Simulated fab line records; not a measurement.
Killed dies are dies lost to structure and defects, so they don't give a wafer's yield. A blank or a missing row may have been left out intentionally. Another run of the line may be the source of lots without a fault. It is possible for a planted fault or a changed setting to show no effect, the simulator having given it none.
A struck lot beside a sound one + flow rit cmos + 17 out of 202 route steps
Sound: wafers L126.1, L126.3, L126.4. The struck wafers were L133.2, L133.3, L133.5. The cause is named last.
For every step that has rows: the tool of each side, followed by ch and its chambers, followed by its first start. Under that, the readings that differ: sound wafers + struck wafers + difference of the means + sigmas: that difference in standard deviations of wafers without a fault.
alike: a reading whose means differ by less than 2 such deviations, as well as words and numbers matching on both sides. not compared: withheld readings; readings where some wafer has no value; bounds like >300 that might hide an equal value; numbers whose values overlap and for which the record gives no deviation.
Wherever a step has rows on one side only, a row that says differs or no value, or a row with sigmas, the two part there. When numbers do not overlap yet have no deviation, they are printed without sigmas and do not part them. A reading that every wafer of one side lacks parts them only if that side has two wafers or more.

RIT_PWELL_TW_MEAS_10:
  sound on film metro-01, day 2 19:04; struck on film metro-03, day 4 07:32
  alike: PWELL_TW
then, 1 step without rows for these wafers: RIT_WELLDRIVE_ANNEAL_00 (time 14700 s).
RIT_WELLDRIVE_RS_MEAS_01: the measuring method here is four-point-probe.
  sound on film metro-03, day 3 00:13; struck on film metro-01, day 4 12:42
  alike: NWELL_RS
RIT_WELLDRIVE_RS_MEAS_02: the measuring method here is four-point-probe.
  sound on film metro-03, day 3 00:20; struck on film metro-01, day 4 12:49
  alike: PWELL_RS
then, 6 steps without rows for these wafers: RIT_NRETRO_HMDS_00 (prime time 60 s); RIT_NRETRO_COAT_01 (resist thk 1300 nm); RIT_NRETRO_SOFTBAKE_02 (time 60 s); RIT_NRETRO_EXPOSE_03 (exposes mask M4, target cd 43900 nm); RIT_NRETRO_PEB_04; RIT_NRETRO_DEVELOP_05 (develop time 68 s).
RIT_NRETRO_OVL_MEAS_06:
  sound on overlay-02, day 3 01:27; struck on overlay-02, day 4 13:56
  alike: NRETRO_OVL
then, 1 step without rows for these wafers: RIT_NRETRO_HARDBAKE_07 (time 120 s).
RIT_NRETRO_IMPLANT_08:
  sound on implanter-04 ch 0, day 3 01:44; struck on implanter-04 ch 0, day 4 14:14
| reading                   | sound                | struck               | difference | sigmas      |
|---------------------------|----------------------|----------------------|------------|-------------|
| beam energy keV           | 69.991 69.986 69.998 | 76.243 76.266 76.233 | +6.256     | +99 or more |
| model.implant.rp nm (nm)  | 82.9 82.9 82.9       | 92.39 92.39 92.39    | +9.49      |             |
| model.implant.drp nm (nm) | 33.94 33.94 33.94    | 36.45 36.45 36.45    | +2.51      |             |
RIT_NRETRO_STRIP_09: strips in O2, time 180 s.
  sound on plasma asher-01 ch 0,1, day 3 01:53; struck on plasma asher-02 ch 0, day 4 14:22
  alike: drypump motor current A
  not compared: rf hours counter h
RIT_NRETRO_TW_MEAS_10:
  sound on film metro-02, day 3 02:04; struck on film metro-04, day 4 14:32
| reading   | sound          | struck         | difference | sigmas |
|-----------|----------------|----------------|------------|--------|
| NRETRO_TW | 1062 1070 1063 | 1094 1095 1091 | +28        | +4     |
then, 1 step without rows for these wafers: RIT_PRETRO_HMDS_00 (prime time 60 s).
RIT_M1_PROBE_99:
  sound on prober-02, day 4 05:58; struck on prober-01, day 5 18:55
| reading                             | sound             | struck            | difference | sigmas |
|-------------------------------------|-------------------|-------------------|------------|--------|
| model.etest.cap p gate.c min ff um2 | 2.316 2.328 2.315 | 2.296 2.289 2.283 | -0.030     |        |
  alike: killed_at_M0_to_M3, killed at front end, killed dies, killed open, killed short

WHERE THEY PART
Earliest at RIT_NRETRO_IMPLANT_08; latest, in this record, at RIT_NRETRO_TW_MEAS_10. Later steps at which nothing parts them and some readings are alike: RIT_M1_PROBE_99.

WHY: the cause the simulator had injected
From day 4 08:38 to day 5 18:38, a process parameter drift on implanter-04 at RIT_NRETRO_IMPLANT_08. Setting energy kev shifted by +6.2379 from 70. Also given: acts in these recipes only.
